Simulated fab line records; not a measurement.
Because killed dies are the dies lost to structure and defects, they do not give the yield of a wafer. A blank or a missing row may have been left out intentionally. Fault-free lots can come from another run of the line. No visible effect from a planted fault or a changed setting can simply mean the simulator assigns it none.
fab line records	flow ritCmos
record lots=6	wafers=18	lastDay=7
route steps=202 shown PRETRO@72 GATE@75 FOX2@80 M1@202
lots that met no fault: taken from a fault-free run of the same line
startH: hours from the record's opening day to when the first of the lot's shown wafers began	waitH: hours elapsed since this lot's preceding step	" unchanged from the row above	L1.1+2: a single row standing in for several wafers	- value missing, or start not given	* or withheld: withheld	< > ~ a bound
route shown NAME@n: names a module that has steps shown in the file, with the first one's number in the route	usual: mean/standard deviation of fault-free wafers	same: alike in all rows	chamber/n: place in a boat	sites: readings site by site	_std_site: the values' standard deviation	_edge_site: inner sites' mean taken away from outer sites' mean	radiusMm: how far each site lies from the wafer's centre	mask NAME#n: copy n	behind: tool/chamber where the wafer was last shaped	hold: cause of the lot's hold/its duration in hours/its outcome	device: the transistor (n, p or np) that didn't switch	end of line: at the end of the route, the tests of the same wafers	where a step has no rows: the recipe by itself	killed: the dies lost at the first sort to structure and to defects; this is not the yield of the wafer	map: a wafer's dies, x killed, . not, _ none there
set.NAME: the setting that was run; set.NAME@STEP: the one run at that earlier step	model.NAME: the simulator's own value behind a step, which no gauge read
a table for each step, a row for each wafer; lots at some steps of the route
services: a tool's chamber out of use, with start hour (startH, from the record's first day; less than 0 if before it), hours out, and reason
## steps
# step RIT_PRETRO_IMPLANT_08
# recipe species=B	energyKev=45	doseCm2=1.2e+13	tiltDeg=7
# step RIT_PRETRO_STRIP_09
# recipe chemistry=O2	timeS=180	resist=NOVOLAK	platenTempC=withheld	powerW=500	pressureMtorr=4000	o2FlowSccm=4000
# usual drypumpMotorCurrentA=5.72/0.28
lot.wafer	tool	chamber	startH	waitH	drypumpMotorCurrentA	rfHoursCounterH
L904.1	plasmaAsher-01	0	60.49	0.1	5.35	43
L904.5	"	0	"	"	5.33	-
L904.6	"	1	"	"	5.52	-
L911.2	plasmaAsher-01	0	93.20	0.1	5.33	47
L911.4	"	1	"	"	5.50	-
L911.6	"	1	"	"	5.49	-
L913.1	plasmaAsher-03	0	103.37	0.1	5.52	44
L913.2	"	1	"	"	6.01	44
L913.6	"	0	"	"	5.49	-
L914.1	plasmaAsher-04	0	110.10	0.1	5.56	32
L914.5	"	0	"	"	5.56	-
L914.6	"	1	"	"	6.10	-
L915.3	plasmaAsher-03	1	115.28	0.1	6.00	-
L915.4	"	0	"	"	5.52	-
L915.5	"	1	"	"	6.00	-
L921.2	plasmaAsher-03	1	143.41	0.1	6.01	49
L921.3	"	0	"	"	5.54	-
L921.6	"	1	"	"	6.03	-
# step RIT_PRETRO_TW_MEAS_10
# usual PRETRO_TW=477/3.1
lot.wafer	tool	chamber	startH	waitH	PRETRO_TW
L904.1	filmMetro-01	-	60.67	0.1	480
L904.5	"	-	"	"	482
L904.6	"	-	"	"	478
L911.2	filmMetro-01	-	93.39	0.1	474
L911.4	"	-	"	"	477
L911.6	"	-	"	"	476
L913.1	filmMetro-01	-	103.54	0.1	473
L913.2	"	-	"	"	475
L913.6	"	-	"	"	474
L914.1	filmMetro-01	-	110.27	0.1	476
L914.5	"	-	"	"	474
L914.6	"	-	"	"	474
L915.3	filmMetro-03	-	115.42	0.1	480
L915.4	"	-	"	"	480
L915.5	"	-	"	"	481
L921.2	filmMetro-03	-	143.60	0.1	475
L921.3	"	-	"	"	473
L921.6	"	-	"	"	478
# step RIT_GATE_WET_ETCH_00
# recipe chemistry=BOE	target=SiO2	targetDepthNm=56	timeS=60	dry=n2Spin	dilution=10:1	tempC=21.5
# step RIT_GATE_CLEAN_01
# recipe chemistry=SC1	mix=3:3:50	timeS=600	tempC=75
# step RIT_GATE_CLEAN_02
# recipe chemistry=dHF	dilution=50:1	timeS=30
# step RIT_GATE_CLEAN_03
# recipe chemistry=SC2	mix=3:3:50	timeS=600	tempC=75	dry=n2Spin
# step RIT_GATE_CLEAN_04
# recipe chemistry=dHF	dilution=50:1	timeS=60	dry=n2Spin
# step RIT_FOX2_THK_MEAS_91
# recipe reads=SiO2_of_FOX2_OXIDATION_00
# usual FIELD_OXIDE_LEFT_2_THK=251/6.3
lot.wafer	tool	chamber	startH	waitH	FIELD_OXIDE_LEFT_2_THK[nm]
L904.1	filmMetro-04	-	61.16	0.0	251
L904.5	"	-	"	"	254
L904.6	"	-	"	"	250
L911.2	filmMetro-03	-	93.86	0.0	248
L911.4	"	-	"	"	242
L911.6	"	-	"	"	242
L913.1	filmMetro-04	-	104.02	0.0	258
L913.2	"	-	"	"	257
L913.6	"	-	"	"	257
L914.1	filmMetro-01	-	110.77	0.0	250
L914.5	"	-	"	"	249
L914.6	"	-	"	"	247
L915.3	filmMetro-01	-	115.89	0.0	251
L915.4	"	-	"	"	246
L915.5	"	-	"	"	244
L921.2	filmMetro-04	-	144.08	0.0	252
L921.3	"	-	"	"	241
L921.6	"	-	"	"	252
# step RIT_GATE_OXIDATION_05
# recipe tempC=900	ambient=O2	targetThkA=30	oxTimeS=270
# step RIT_GATE_ANNEAL_06
# recipe tempC=900	timeS=600	ambient=N2O
# step RIT_GATE_THK_MEAS_07
# recipe reads=SiO2_of_GATE_OXIDATION_05
# usual GATE_OXIDE_THK=3.00/0.072
lot.wafer	tool	chamber	startH	waitH	GATE_OXIDE_THK[nm]
L904.1	filmMetro-01	-	63.82	0.0	2.88
L904.5	"	-	"	"	2.94
L904.6	"	-	"	"	2.95
L911.2	filmMetro-01	-	98.49	0.0	2.90
L911.4	"	-	"	"	2.87
L911.6	"	-	"	"	2.94
L913.1	filmMetro-03	-	107.64	0.0	2.98
L913.2	"	-	"	"	3.05
L913.6	"	-	"	"	3.14
L914.1	filmMetro-03	-	114.50	0.0	2.94
L914.5	"	-	"	"	2.93
L914.6	"	-	"	"	2.95
L915.3	filmMetro-04	-	118.40	0.0	2.99
L915.4	"	-	"	"	3.00
L915.5	"	-	"	"	2.91
L921.2	filmMetro-04	-	148.00	0.0	3.02
L921.3	"	-	"	"	3.01
L921.6	"	-	"	"	3.08
# step RIT_GATE_CVD_08
# recipe material=poly-Si	targetThkNm=250	tempC=610	precursor=SiH4	timeS=2220	pressureMtorr=300	sih4FlowSccm=100
# usual zonePowerCentrePct=29.4/1.8
lot.wafer	tool	chamber	startH	waitH	zonePowerCentrePct	model.poly-Si_of_GATE_CVD_08.thkNm
L904.1	lpcvd-02	0	64.20	0.4	27.3	250.7
L904.5	"	0	"	"	27.9	249.6
L904.6	"	0	"	"	26.9	250
L911.2	lpcvd-01	0	98.71	0.2	29.7	251.8
L911.4	"	0	"	"	30.0	252.5
L911.6	"	0	"	"	30.1	253
L913.1	lpcvd-01	0	107.70	0.1	30.3	336.8
L913.2	"	0	"	"	29.6	337.2
L913.6	"	0	"	"	29.6	335.4
L914.1	lpcvd-01	0	114.56	0.1	30.0	335.3
L914.5	"	0	"	"	29.9	335.8
L914.6	"	0	"	"	30.2	333.6
L915.3	lpcvd-02	0	118.53	0.1	27.5	253.1
L915.4	"	0	"	"	27.9	253
L915.5	"	0	"	"	27.7	253.4
L921.2	lpcvd-02	1	148.05	0.0	28.6	249.9
L921.3	"	1	"	"	28.7	248.4
L921.6	"	1	"	"	29.2	249.3
# step RIT_GATE_THK_MEAS_09
# recipe reads=poly-Si_of_GATE_CVD_08
# usual GATE_POLY_THK=250.9/2.2
lot.wafer	tool	chamber	startH	waitH	GATE_POLY_THK[nm]
L904.1	filmMetro-01	-	65.82	0.0	250.6
L904.5	"	-	"	"	249.5
L904.6	"	-	"	"	249.6
L911.2	filmMetro-03	-	100.33	0.0	251.7
L911.4	"	-	"	"	252.6
L911.6	"	-	"	"	253.0
L913.1	filmMetro-03	-	109.32	0.0	336.7
L913.2	"	-	"	"	337.1
L913.6	"	-	"	"	335.4
L914.1	filmMetro-04	-	116.18	0.0	335.4
L914.5	"	-	"	"	336.1
L914.6	"	-	"	"	333.4
L915.3	filmMetro-01	-	120.17	0.0	253.3
L915.4	"	-	"	"	253.1
L915.5	"	-	"	"	253.4
L921.2	filmMetro-03	-	149.67	0.0	249.9
L921.3	"	-	"	"	248.3
L921.6	"	-	"	"	249.2
# step RIT_GATE_HMDS_10
# recipe primeTimeS=60	primeTempC=140
# step RIT_GATE_COAT_11
# recipe resist=NOVOLAK	spinRpm=4250	resistThkNm=850
# step RIT_GATE_SOFTBAKE_12
# recipe resist=NOVOLAK	tempC=90	timeS=60
# step RIT_GATE_EXPOSE_13
# recipe maskId=M6	na=0.6	sourceShape=conventional	sigmaOuter=0.6	targetCdNm=150	doseMj=380
# step RIT_GATE_PEB_14
# recipe resist=NOVOLAK	tempC=withheld	timeS=withheld
# step RIT_GATE_DEVELOP_15
# recipe resist=NOVOLAK	developTimeS=50	devTempC=23
# step RIT_GATE_CD_MEAS_16
# recipe targetCdNm=150
# usual cdNm=149.9/2.7
lot.wafer	tool	chamber	startH	waitH	cdNm
L904.1	cdSem-01	-	66.73	-	148.9
L904.5	"	-	"	"	151.2
L904.6	"	-	"	"	145.9
L911.2	cdSem-01	-	101.25	-	149.3
L911.4	"	-	"	"	149.2
L911.6	"	-	"	"	147.1
L913.1	cdSem-02	-	110.26	-	148.5
L913.2	"	-	"	"	151.7
L913.6	"	-	"	"	148.1
L914.1	cdSem-01	-	117.32	-	152.4
L914.5	"	-	"	"	155.4
L914.6	"	-	"	"	153.4
L915.3	cdSem-01	-	121.22	-	149.9
L915.4	"	-	"	"	152.4
L915.5	"	-	"	"	151.2
L921.2	cdSem-02	-	150.59	-	148.4
L921.3	"	-	"	"	146.2
L921.6	"	-	"	"	147.1
# step RIT_GATE_OVL_MEAS_17
# usual GATE_OVL=0.6/1.3
lot.wafer	tool	chamber	startH	waitH	GATE_OVL[nm]
L904.1	overlay-02	-	66.85	0.1	1.9
L904.5	"	-	"	"	0.8
L904.6	"	-	"	"	0.0
L911.2	overlay-01	-	101.36	0.1	0.0
L911.4	"	-	"	"	0.3
L911.6	"	-	"	"	-0.4
L913.1	overlay-02	-	110.38	0.1	1.7
L913.2	"	-	"	"	1.8
L913.6	"	-	"	"	0.5
L914.1	overlay-02	-	117.44	0.1	0.4
L914.5	"	-	"	"	2.2
L914.6	"	-	"	"	1.5
L915.3	overlay-01	-	121.31	0.1	0.0
L915.4	"	-	"	"	-0.7
L915.5	"	-	"	"	-0.9
L921.2	overlay-02	-	150.70	0.1	-1.5
L921.3	"	-	"	"	-0.6
L921.6	"	-	"	"	2.2
# step RIT_GATE_HARDBAKE_18
# recipe resist=NOVOLAK	tempC=140	timeS=60
# step RIT_GATE_ETCH_19
# recipe chemistry=SF6/CHF3/O2	timeS=165	SF6_flow_sccm=30	CHF3_flow_sccm=30	O2_flow_sccm=5	target=poly-Si	pressureMtorr=40	rfW=160	targetDepthA=3125	overEtchFrac=0.25	stopOn=SiO2
# usual drypumpMotorCurrentA=5.6/0.49	heBacksideLeakSccm=2.8/0.37	oesProductAu=0.848/0.01	throttleValvePct=10.25/0.16
lot.wafer	tool	chamber	startH	waitH	drypumpMotorCurrentA	heBacksideLeakSccm	oesProductAu	rfHoursCounterH	throttleValvePct	model.GATE.featureDepthNm	model.etch.depthNm
L904.1	rieSi-02	2	67.04	0.1	5.0	2.9	0.846	70	10.39	250.7	250.7
L904.5	"	2	"	"	5.0	3.2	0.842	-	10.39	249.6	249.6
L904.6	"	0	"	"	6.4	2.8	0.819	-	10.56	250	250
L911.2	rieSi-01	0	101.54	0.1	5.1	3.5	0.850	124	10.18	251.8	251.8
L911.4	"	1	"	"	6.2	2.6	0.847	3	10.38	252.5	252.5
L911.6	"	2	"	"	5.3	2.4	0.864	-	10.05	253	253
L913.1	rieSi-01	0	110.73	0.1	5.2	3.2	0.982	124	10.17	306.1	306.1
L913.2	"	1	"	"	6.2	2.5	0.986	3	10.38	312	312
L913.6	"	1	"	"	6.2	2.6	0.982	-	10.37	310.9	310.9
L914.1	rieSi-02	2	117.62	0.1	5.0	3.1	1.018	70	10.41	323	323
L914.5	"	2	"	"	5.0	3.1	1.021	-	10.38	325.1	325.1
L914.6	"	1	"	"	5.1	2.9	0.996	-	10.08	311.7	311.7
L915.3	rieSi-01	2	121.49	0.1	5.3	2.5	0.871	1	10.07	253.1	253.1
L915.4	"	3	"	"	5.9	3.0	0.845	20	10.36	253	253
L915.5	"	1	"	"	6.1	2.7	0.852	-	10.36	253.4	253.4
L921.2	rieSi-01	3	150.88	0.1	5.9	2.9	0.842	20	10.35	249.9	249.9
L921.3	"	1	"	"	6.1	2.6	0.838	4	10.38	248.4	248.4
L921.6	"	1	"	"	6.1	2.6	0.841	-	10.38	249.3	249.3
# step RIT_GATE_STRIP_20
# recipe chemistry=O2	timeS=180	resist=NOVOLAK	platenTempC=withheld	powerW=500	pressureMtorr=4000	o2FlowSccm=4000
# usual drypumpMotorCurrentA=5.6/0.31
lot.wafer	tool	chamber	startH	waitH	drypumpMotorCurrentA	rfHoursCounterH
L904.1	plasmaAsher-02	1	67.14	0.1	6.0	43
L904.5	"	0	"	"	5.2	-
L904.6	"	1	"	"	6.0	-
L911.2	plasmaAsher-03	0	101.65	0.1	5.5	44
L911.4	"	1	"	"	6.0	-
L911.6	"	1	"	"	6.0	-
L913.1	plasmaAsher-03	0	110.84	0.1	5.5	45
L913.2	"	1	"	"	6.0	45
L913.6	"	0	"	"	5.5	-
L914.1	plasmaAsher-03	1	117.73	0.1	6.0	46
L914.5	"	1	"	"	6.0	-
L914.6	"	0	"	"	5.5	-
L915.3	plasmaAsher-01	0	121.65	0.1	5.4	-
L915.4	"	1	"	"	5.5	-
L915.5	"	1	"	"	5.5	-
L921.2	plasmaAsher-02	0	150.99	0.1	5.2	52
L921.3	"	0	"	"	5.2	-
L921.6	"	0	"	"	5.1	-
# step RIT_M1_PROBE_99
# usual killedAtContacts=0.1/0.27	killedAtFrontEnd=7/3.1	killedDies=7/3.1	killedOnRim=1.8/1.5	killedOpen=3.3/2.1	killedShort=3.5/2
# same grossDies=264	killed_at_M0_to_M3=0	killed_at_M4_up=0	killedAtBackSide=0	killedAtOther=0
lot.wafer	tool	chamber	startH	waitH	killedAtContacts	killedAtFrontEnd	killedDies	killedOnRim	killedOpen	killedShort
L904.1	prober-01	-	88.04	0.1	0	9	9	1	1	8
L904.5	prober-01	-	88.24	0.2	0	5	5	0	2	3
L904.6	prober-01	-	88.29	0.2	0	5	5	3	3	2
L911.2	prober-02	-	122.37	0.1	0	9	9	1	5	4
L911.4	prober-02	-	122.47	0.2	1	2	3	1	3	0
L911.6	prober-02	-	122.57	0.2	0	8	8	2	5	3
L913.1	prober-02	-	132.27	0.1	0	264	264	70	9	3
L913.2	prober-02	-	132.32	0.1	0	261	261	70	7	6
L913.6	prober-02	-	132.52	0.2	0	264	264	70	2	1
L914.1	prober-01	-	137.29	0.1	1	251	252	70	1	2
L914.5	prober-01	-	137.49	0.2	0	243	243	69	1	3
L914.6	prober-01	-	137.54	0.2	0	260	260	70	1	1
L915.3	prober-02	-	143.33	0.2	0	4	4	2	3	1
L915.4	prober-02	-	143.38	0.2	1	13	14	2	5	9
L915.5	prober-02	-	143.43	0.2	0	6	6	1	3	3
# killed by level:class
L904.1 GATE:geometricParticle:short=5 FOX1:geometricParticle:short=2 REOX:geometricParticle:short=1 SPACER:geometricParticle:open=1
L904.5 FOX1:geometricParticle:short=2 FOX1:geometricParticle:open=1 GATE:geometricParticle:short=1 SILICIDE:geometricParticle:open=1
L904.6 GATE:geometricParticle:open=2 FOX1:geometricParticle:open=1 FOX1:geometricParticle:short=1 SPACER:geometricParticle:short=1
L911.2 GATE:geometricParticle:open=3 SILICIDE:geometricParticle:open=2 SILICIDE:geometricParticle:short=2 FOX1:geometricParticle:short=1 REOX:geometricParticle:short=1
L911.4 GATE:geometricParticle:open=1 REOX:geometricParticle:open=1 CONTACT:geometricParticle:open=1
L911.6 GATE:geometricParticle:open=4 FOX1:geometricParticle:open=1 GATE:geometricParticle:short=1 SPACER:geometricParticle:short=1 SILICIDE:geometricParticle:short=1
L913.1 GATE:areaEtch=252 GATE:geometricParticle:open=3 SILICIDE:geometricParticle:open=3 FOX2:geometricParticle:open=2 GATE:geometricParticle:short=1 REOX:geometricParticle:open=1 SPACER:geometricParticle:short=1 SILICIDE:geometricParticle:short=1
L913.2 GATE:areaEtch=248 FOX2:geometricParticle:open=3 GATE:geometricParticle:short=2 SPACER:geometricParticle:open=2 GATE:geometricParticle:open=2 SPACER:geometricParticle:short=2 FOX1:geometricParticle:short=1 SILICIDE:geometricParticle:short=1
L913.6 GATE:areaEtch=261 REOX:geometricParticle:open=1 SILICIDE:geometricParticle:short=1 SILICIDE:geometricParticle:open=1
L914.1 GATE:areaEtch=249 FOX2:geometricParticle:short=1 GATE:geometricParticle:short=1 CONTACT:geometricParticle:open=1
L914.5 GATE:areaEtch=239 FOX1:geometricParticle:open=1 FOX1:geometricParticle:short=1 SPACER:geometricParticle:short=1 SILICIDE:geometricParticle:short=1
L914.6 GATE:areaEtch=258 REOX:geometricParticle:open=1 SILICIDE:geometricParticle:short=1
L915.3 FOX1:geometricParticle:short=1 GATE:geometricParticle:open=1 REOX:geometricParticle:open=1 SPACER:geometricParticle:open=1
L915.4 GATE:geometricParticle:short=6 GATE:geometricParticle:open=3 FOX1:geometricParticle:short=1 REOX:geometricParticle:short=1 SPACER:geometricParticle:open=1 SILICIDE:geometricParticle:short=1 CONTACT:geometricParticle:open=1
L915.5 GATE:geometricParticle:open=2 GATE:geometricParticle:short=1 REOX:geometricParticle:short=1 SPACER:geometricParticle:open=1 SILICIDE:geometricParticle:short=1
# map L913.1 (x killed, . not)
________xxxxxxx_______
_____xxxxxxxxxxxxx____
____xxxxxxxxxxxxxxx___
___xxxxxxxxxxxxxxxxx__
__xxxxxxxxxxxxxxxxxxx_
__xxxxxxxxxxxxxxxxxxx_
_xxxxxxxxxxxxxxxxxxxxx
_xxxxxxxxxxxxxxxxxxxxx
_xxxxxxxxxxxxxxxxxxxxx
_xxxxxxxxxxxxxxxxxxxxx
__xxxxxxxxxxxxxxxxxxx_
__xxxxxxxxxxxxxxxxxxx_
___xxxxxxxxxxxxxxxxx__
____xxxxxxxxxxxxxxx___
_____xxxxxxxxxxxxx____
________xxxxxxx_______
# map L914.6 (x killed, . not)
________xxxxxxx_______
_____xxxxxxxxxxxxx____
____xxxxxxxxxxxxxxx___
___xxxxxxxxxxxxxxxxx__
__xxxxxxxxxxxxxxxxxxx_
__xxxxxxxxxxxxxxxxxxx_
_xxxxxxxxx.xxxxxxxxxxx
_xxxxxxxxx.xxxxxxxxxxx
_xxxxxxxxxxxxxxxxxxxxx
_xxxxxxxxxxxxxxxx.xxxx
__xxxxxxxxxxxxxxxxxxx_
__xxxxxxxxxxxxxxxxxxx_
___xxxxxxxxxxxxxxxxx__
____xxxxxxxxxxxxxxx___
_____xxxxxxxx.xxxx____
________xxxxxxx_______
## services
tool	chamber	startH	hours	kind
rieSi-01	0	37.66	1.8	repair
lpcvd-02	-	53.83	6.0	pm
rieSi-02	1	63.96	6.6	repair
plasmaAsher-01	-	103.58	5.6	repair
plasmaAsher-01	-	109.20	9.0	pm
plasmaAsher-01	0	109.20	9.0	ventCycle
plasmaAsher-01	1	109.20	9.0	ventCycle
rieSi-02	0	115.82	-	clean
rieSi-02	0	115.82	33.0	scheduledDown
rieSi-02	0	115.82	33.0	ventCycle
plasmaAsher-01	0	118.20	-	clean
plasmaAsher-01	1	118.20	-	clean
plasmaAsher-02	-	128.81	0.6	repair
plasmaAsher-03	-	131.59	4.5	repair
## key
firstSign step=RIT_GATE_THK_MEAS_09	reading=GATE_POLY_THK	direction=up	sigmas=39	usual=250.9	struck=335.7
effect step=RIT_GATE_ETCH_19	reading=oesProductAu	direction=up	sigmas=15	usual=0.848	struck=0.998
effect step=RIT_M1_PROBE_99	reading=killedDies	direction=up	sigmas=81	usual=7	struck=257
modelEffect step=RIT_GATE_CVD_08	value=poly-Si_of_GATE_CVD_08.thkNm	without=251.7	struck=335.7
modelEffect step=RIT_GATE_ETCH_19	value=GATE.featureDepthNm	without=251.7	struck=314.8
moreKillsBornAt RIT_GATE_ETCH_19@rieSi-01=761	RIT_GATE_ETCH_19@rieSi-02=746
metAt RIT_GATE_CVD_08
struckWafers L913.1,L913.2,L913.6,L914.1,L914.5,L914.6
laterRowsLeftOut L913.1,L913.2,L913.6,L914.1,L914.5,L914.6
testerLeftOut L913,L914
onsetBetween 98.71 107.70
fault kind=processParameterDrift	tool=lpcvd-01	chamber=0	onsetH=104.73	steps=RIT_GATE_CVD_08	channel=targetThkNm	offset=83.977	shape=step	endH=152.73	actsIn=theseRecipesOnly	stated=250
# testerLeftOut: of these lots the tester's yield and bins aren't shown, on N5 and GAA mostly nor the transistor test; their killed dies are dies lost to structure and defects alone, not to doping, threshold or leakage, so they don't give the yield
# laterRowsLeftOut: the simulator's readings of these wafers behind a module that went badly wrong aren't trusted and aren't shown, but for the sort
